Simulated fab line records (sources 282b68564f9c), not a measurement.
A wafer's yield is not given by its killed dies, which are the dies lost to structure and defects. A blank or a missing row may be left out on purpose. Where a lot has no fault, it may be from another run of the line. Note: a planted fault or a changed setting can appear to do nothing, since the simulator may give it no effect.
Struck lot and sound lot, side by side | flow ritCmos | 11 out of 202 route steps
Sound: wafers L796.1, L796.2, L796.6. The struck wafers were L795.1, L795.3, L795.5. The cause comes at the end.
At each step with rows: each side's tool, then ch and its chambers, then its first start. Under that, the readings that differ: sound wafers | struck wafers | difference of the means | sigmas: that difference in standard deviations of wafers without a fault.
alike: same words and numbers on both sides, and readings whose means sit less than 2 such deviations apart. not compared: any withheld reading, any reading some wafer has no value for, any bound like >300 that may hide the same value, and any number with overlapping values for which the record gives no deviation.
The two part at a step that has a row with sigmas, a row that says differs or no value, or rows on one side only. Numbers that have no deviation but don't overlap get no sigmas and don't part them. A reading missing from all wafers of one side parts the sides only when that side holds two or more wafers.

RIT_ACTIVE_BOW_MEAS_00:
  sound on filmMetro-01, day 5 19:00; struck on filmMetro-01, day 5 14:00
  alike: INCOMING_BOW
then, 1 step without rows for these wafers: RIT_ACTIVE_OXIDATION_01 (target thk 46.8 nm, ox time 3360 s).
RIT_ACTIVE_THK_MEAS_02:
  sound on filmMetro-03, day 5 22:04; struck on filmMetro-01, day 5 16:37
reading               | sound          | struck         | difference | sigmas
ACTIVE_OXIDE_THK (nm) | 46.0 44.7 44.9 | 46.9 47.2 47.3 | +1.9       | +2
then, 1 step without rows for these wafers: RIT_ACTIVE_CVD_03 (deposits Si3N4 from SiH2Cl2/NH3, target thk 150 nm, time 1500 s).
RIT_ACTIVE_THK_MEAS_04:
  sound on filmMetro-03, day 6 00:15; struck on filmMetro-01, day 5 18:05
  alike: ACTIVE_NITRIDE_THK
then, 4 steps without rows for these wafers: RIT_ACTIVE_HMDS_05 (prime time 60 s); RIT_ACTIVE_COAT_06 (resist thk 1000 nm); RIT_ACTIVE_SOFTBAKE_07 (time 60 s); RIT_ACTIVE_EXPOSE_08 (exposes mask M1, target cd 1400 nm).
RIT_ACTIVE_PEB_09:
  sound on lithoTrack-03 ch 0, day 6 00:53; struck on lithoTrack-01, day 5 18:43
reading        | sound          | struck | difference                    | sigmas
exhaustPa (Pa) | 44.3 43.8 44.8 | - - -  | no value on the struck wafers | 
  not compared: chillPlateTempC
then, 1 step without rows for these wafers: RIT_ACTIVE_DEVELOP_10 (develop time 50 s).

## WHERE THEY PART
First at RIT_ACTIVE_THK_MEAS_02; last, within this record, at RIT_ACTIVE_PEB_09.

WHY: the cause the simulator had injected
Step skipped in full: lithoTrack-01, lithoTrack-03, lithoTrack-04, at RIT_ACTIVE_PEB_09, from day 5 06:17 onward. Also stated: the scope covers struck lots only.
